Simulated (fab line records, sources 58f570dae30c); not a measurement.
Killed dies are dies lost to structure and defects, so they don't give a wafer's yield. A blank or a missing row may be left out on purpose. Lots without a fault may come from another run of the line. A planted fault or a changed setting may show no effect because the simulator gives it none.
Problem report in the 8D (eight disciplines) form, filled by code | flow berkeley_cmos170 | the parts of the form that need people (team, actions taken, sign-off) are left out

1. THE PROBLEM
WELLDRIVE_OXIDE_THK at UCB170_WELLDRIVE_THK_MEAS_02 reads a mean of 176 nm on 6 wafers of 2 lots; wafers without a fault read 197 nm with a standard deviation of 4.1. That is -5.2 standard deviations from the usual mean.
First seen on wafer L728.1, day 6 13:08, on film_metro-04. The record holds 42 wafers of 14 lots with a number at this step. Rule for "out", or "out of limits": more than 4 standard deviations from the usual mean. The other wafers with a number count as sound.

2. WHAT IT IS AND WHAT IT IS NOT
question                    | is                           | is not
which readings at this step | WELLDRIVE_OXIDE_THK          | -
which lots                  | L728, L729                   | L715, L716, L717, L718, L719, L720, L721, L722, L723, L725, L727, L736
which wafers of those lots  | all that have a number       | -
read on which gauges        | film_metro-03, film_metro-04 | film_metro-02
when                        | from day 6 13:08             | up to then (33 sound wafers); but 3 sound wafers of L736 came after

3. SUSPECTS, AND WHAT RULES EACH OUT
Counting: a tool at a process step up to the reading stays a suspect if it ran every lot that is out and no sound lot after the first of them.
- the gauge at UCB170_WELLDRIVE_THK_MEAS_02: ruled out. The wafers that are out were read on 2 gauges (film_metro-03, film_metro-04).
- furnace-03 at UCB170_WELLDRIVE_OXIDATION_01 (target thk 199 nm, ox time 9000 s): kept. It ran every lot that is out, first L728 (day 6 09:38), and no sound lot after that; its last sound lot up to then is L727 (day 6 01:53).
Left after counting: furnace-03 at UCB170_WELLDRIVE_OXIDATION_01.

4. THE CAUSE (what the simulator had put in)
Process parameter drift: furnace-03, from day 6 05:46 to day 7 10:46, at UCB170_WELLDRIVE_OXIDATION_01. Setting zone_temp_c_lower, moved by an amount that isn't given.
Counting left only this tool.

5. THE CHAIN OF EFFECTS, in route order
Each row: a reading whose mean over the struck wafers that have a number lies more than 3 standard deviations from the usual. Only readings for which the record gives a usual standard deviation are gone through. hours: the time from each lot's start at the first step in this table that gives one to its start at this step, as a median over the lots. sigmas: the change in usual standard deviations.
hours | step                         | reading             | usual  | on struck wafers | change | sigmas
0     | UCB170_WELLDRIVE_THK_MEAS_02 | WELLDRIVE_OXIDE_THK | 197 nm | 176              | -21    | -5.2
Later measuring or inspecting steps at which every struck wafer that the step has a row for has a number for every such reading, and none has moved that far: UCB170_ACTIVE_THK_MEAS_03.

6. WHAT WOULD HAVE CAUGHT IT SOONER
In this record the first reading out of limits at a measuring or inspecting step was taken at day 6 13:08, 7 hours after the fault began at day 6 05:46.
Of the tool readings at UCB170_WELLDRIVE_OXIDATION_01 for which the record gives a usual standard deviation, none was out on any struck wafer, so an alarm limit of 4 standard deviations on them would not have fired.
All the lots that are out (2) had begun UCB170_WELLDRIVE_OXIDATION_01 on furnace-03 by day 6 13:08. A hold on the tool at that time would have spared none of them.
